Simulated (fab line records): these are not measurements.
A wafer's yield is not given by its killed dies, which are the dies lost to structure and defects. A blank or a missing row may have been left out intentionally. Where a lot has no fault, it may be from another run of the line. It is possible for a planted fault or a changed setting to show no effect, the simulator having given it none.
Chamber matching | flow berkeley_cmos170 | UCB170_V1_ETCH_14 on rie_diel-03: 4 sister chambers
The step etches SiO2 in CHF3/CF4/Ar, stops on Al, target depth 1250 nm, time 291 s. 8 wafers are shown with their chamber, then 7 later ones without.

== WAFERS, EACH WITH ITS CHAMBER ==
wafer  | chamber | drypump_motor_current_A (A) | throttle_valve_pct (%)
L868.2 | 3       | 5.72                        | 6.64
L869.3 | 3       | 5.70                        | 6.63
L869.4 | 1       | 5.21                        | 7.15
L873.1 | 1       | 5.21                        | 7.16
L873.4 | 2       | 5.88                        | 7.01
L873.6 | 2       | 5.88                        | 7.04
L876.1 | 0       | 5.33                        | 6.96
L876.5 | 0       | 5.35                        | 6.93

== WAFERS WHOSE CHAMBER IS MISSING ==
wafer  | drypump_motor_current_A (A) | throttle_valve_pct (%)
L876.6 | 5.72                        | 6.64
L882.2 | 5.88                        | 7.01
L882.5 | 5.88                        | 7.01
L882.6 | 5.22                        | 7.17
L884.1 | 5.37                        | 6.93
L884.4 | 5.74                        | 6.63
L884.5 | 5.35                        | 6.94

== WHICH CHAMBER EACH ONE RAN IN ==
wafer  | from the rows above | in truth
L876.6 | 3                   | 3
L882.2 | 2                   | 2
L882.5 | 2                   | 2
L882.6 | 1                   | 1
L884.1 | 0                   | 0
L884.4 | 3                   | 3
L884.5 | 0                   | 0
Correct placement for 7 of the 7. From these rows, 0 cannot be placed. Placed wrongly: 0.
How it was worked out, from the rows above alone: a wafer's distance from a chamber is the root of the sum, over the readings, of the square of ((its reading less the chamber's mean) divided by the reading's scatter). If the next closest chamber is less than 2 further off than the closest, the wafer can't be placed; otherwise it belongs to the closest. The mean given for a chamber averages the wafers shown for that chamber. How the scatter is found: for the shown wafers, subtract from each reading the mean of its chamber, square and add these, divide the total by (wafers less chambers), then take the root.
